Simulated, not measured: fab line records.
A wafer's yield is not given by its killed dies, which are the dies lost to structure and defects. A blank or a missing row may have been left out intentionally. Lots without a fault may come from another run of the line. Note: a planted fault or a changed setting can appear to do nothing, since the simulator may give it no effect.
Which of the tools did it? / flow ritCmos / 14 lots, 42 wafers sampled, at 2 steps of a route of 202

== WHAT THE GAUGES READ, wafer by wafer ==
RIT_SILICIDE_RS_MEAS_02: measurement is done with a four-point probe. Usual: SILICIDE_TI_RS 47.6 ohm/sq, standard deviation 0.67.
lot=L761; measured=day 3 06:42; on=filmMetro-04; SILICIDE_TI_RS (ohm/sq)=47.5 47.4 47.9; flag=
lot=L763; measured=day 3 16:34; on=filmMetro-04; SILICIDE_TI_RS (ohm/sq)=47.4 47.9 47.7; flag=
lot=L764; measured=day 3 22:38; on=filmMetro-02; SILICIDE_TI_RS (ohm/sq)=47.4 47.7 46.9; flag=
lot=L765; measured=day 4 06:09; on=filmMetro-04; SILICIDE_TI_RS (ohm/sq)=47.5 48.7 47.6; flag=
lot=L766; measured=day 4 08:33; on=filmMetro-02; SILICIDE_TI_RS (ohm/sq)=47.5 48.6 47.9; flag=
lot=L767; measured=day 4 14:31; on=filmMetro-01; SILICIDE_TI_RS (ohm/sq)=47.7 48.1 47.5; flag=
lot=L768; measured=day 4 18:13; on=filmMetro-02; SILICIDE_TI_RS (ohm/sq)=46.9 47.6 47.3; flag=
lot=L769; measured=day 4 20:43; on=filmMetro-02; SILICIDE_TI_RS (ohm/sq)=48.5 47.2 47.7; flag=
lot=L771; measured=day 5 11:17; on=filmMetro-02; SILICIDE_TI_RS (ohm/sq)=47.3 47.7 47.8; flag=
lot=L776; measured=day 6 13:19; on=filmMetro-01; SILICIDE_TI_RS (ohm/sq)=45.3 45.6 45.3; flag=OFF
lot=L775; measured=day 6 14:32; on=filmMetro-01; SILICIDE_TI_RS (ohm/sq)=48.0 47.9 47.5; flag=
lot=L778; measured=day 7 04:31; on=filmMetro-04; SILICIDE_TI_RS (ohm/sq)=44.9 45.4 45.3; flag=OFF
lot=L782; measured=day 8 10:13; on=filmMetro-02; SILICIDE_TI_RS (ohm/sq)=47.7 47.8 48.2; flag=
lot=L783; measured=day 8 16:33; on=filmMetro-04; SILICIDE_TI_RS (ohm/sq)=46.0 45.6 46.6; flag=

== WHICH TOOL RAN EACH LOT (tool, then ch and the chambers of the sampled wafers, then the start) ==
lot=L761; RIT_SILICIDE_SPUTTER_01=pvdSputter-01, day 3 06:33
lot=L763; RIT_SILICIDE_SPUTTER_01=pvdSputter-01, day 3 16:23
lot=L764; RIT_SILICIDE_SPUTTER_01=pvdSputter-04, day 3 22:29
lot=L765; RIT_SILICIDE_SPUTTER_01=pvdSputter-01, day 4 06:00
lot=L766; RIT_SILICIDE_SPUTTER_01=pvdSputter-04, day 4 08:24
lot=L767; RIT_SILICIDE_SPUTTER_01=pvdSputter-01, day 4 14:22
lot=L768; RIT_SILICIDE_SPUTTER_01=pvdSputter-03, day 4 18:03
lot=L769; RIT_SILICIDE_SPUTTER_01=pvdSputter-01, day 4 20:34
lot=L771; RIT_SILICIDE_SPUTTER_01=pvdSputter-01, day 5 11:05
lot=L776; RIT_SILICIDE_SPUTTER_01=pvdSputter-01, day 6 13:10
lot=L775; RIT_SILICIDE_SPUTTER_01=pvdSputter-04, day 6 14:22
lot=L778; RIT_SILICIDE_SPUTTER_01=pvdSputter-01, day 7 04:20
lot=L782; RIT_SILICIDE_SPUTTER_01=pvdSputter-03, day 8 10:03
lot=L783; RIT_SILICIDE_SPUTTER_01=pvdSputter-03, day 8 16:24
- RIT_SILICIDE_SPUTTER_01: material Ti, target thk 30 nm, time 240 s.

== WHAT THE TOOLS THEMSELVES READ (means of the sampled wafers that have a number; where no wafer has one, the mark that the record gives instead) ==
RIT_SILICIDE_SPUTTER_01. Usual: chamberPressurePa 0.6669 Pa, standard deviation 0.0013; throttleValvePct 30.0 %, standard deviation 1.1.
lot=L761; tool=pvdSputter-01; chamberPressurePa (Pa)=0.6678; throttleValvePct (%)=30.2; flag=
lot=L763; tool=pvdSputter-01; chamberPressurePa (Pa)=0.6667; throttleValvePct (%)=29.6; flag=
lot=L764; tool=pvdSputter-04; chamberPressurePa (Pa)=0.6668; throttleValvePct (%)=30.0; flag=
lot=L765; tool=pvdSputter-01; chamberPressurePa (Pa)=0.6684; throttleValvePct (%)=28.4; flag=
lot=L766; tool=pvdSputter-04; chamberPressurePa (Pa)=0.6661; throttleValvePct (%)=29.9; flag=
lot=L767; tool=pvdSputter-01; chamberPressurePa (Pa)=0.6669; throttleValvePct (%)=29.8; flag=
lot=L768; tool=pvdSputter-03; chamberPressurePa (Pa)=0.6670; throttleValvePct (%)=29.9; flag=
lot=L769; tool=pvdSputter-01; chamberPressurePa (Pa)=0.6673; throttleValvePct (%)=29.1; flag=
lot=L771; tool=pvdSputter-01; chamberPressurePa (Pa)=0.6671; throttleValvePct (%)=29.6; flag=
lot=L776; tool=pvdSputter-01; chamberPressurePa (Pa)=0.6475; throttleValvePct (%)=30.6; flag=OFF
lot=L775; tool=pvdSputter-04; chamberPressurePa (Pa)=0.6660; throttleValvePct (%)=30.8; flag=
lot=L778; tool=pvdSputter-01; chamberPressurePa (Pa)=0.6457; throttleValvePct (%)=29.5; flag=OFF
lot=L782; tool=pvdSputter-03; chamberPressurePa (Pa)=0.6668; throttleValvePct (%)=30.2; flag=
lot=L783; tool=pvdSputter-03; chamberPressurePa (Pa)=0.6673; throttleValvePct (%)=30.6; flag=

== THE ANSWER, worked out from the rows above alone ==
Rule: lot off if the mean of its wafers having a number is beyond 3 standard deviations from the usual mean. A lot without any number at a reading at which 4 lots or more have one is off too. The other lots that the step has rows for count as sound. First the gauges in route order, then the tools' own readings, where a lot's mean is used as printed above. The first step at which some lot is off is used, and at that step the reading that is off furthest; a lot without a number counts as furthest.
Off: at RIT_SILICIDE_RS_MEAS_02 (SILICIDE_TI_RS), L776, L778.
If a tool, at a process step before that reading, ran all the lots that are off and no sound lot after the first of them, it fits. The gauges at RIT_SILICIDE_RS_MEAS_02 aren't tried: what is off there is off at RIT_SILICIDE_SPUTTER_01 too, on other tools, and a gauge's error can't cause that. One fits: pvdSputter-01 at RIT_SILICIDE_SPUTTER_01. A fault onset in the window from L771 (day 5 11:05, its last sound lot) to L776 (day 6 13:10, its first lot off) fits.
The tool's own readings at RIT_SILICIDE_SPUTTER_01 bear it out: on the lots that are off they differ by more than 5 times the standard deviation of the sound lots' means. chamberPressurePa reads 0.6466 Pa there against 0.6670 Pa on the sound lots.

== WHAT THE SIMULATOR HAD INSERTED ==
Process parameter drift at RIT_SILICIDE_SPUTTER_01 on pvdSputter-01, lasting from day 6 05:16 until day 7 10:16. Setting chamberPressurePa shifted by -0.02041 from 0.667.
Shown lots that were struck: L776, L778. The rule given above showed the same thing.
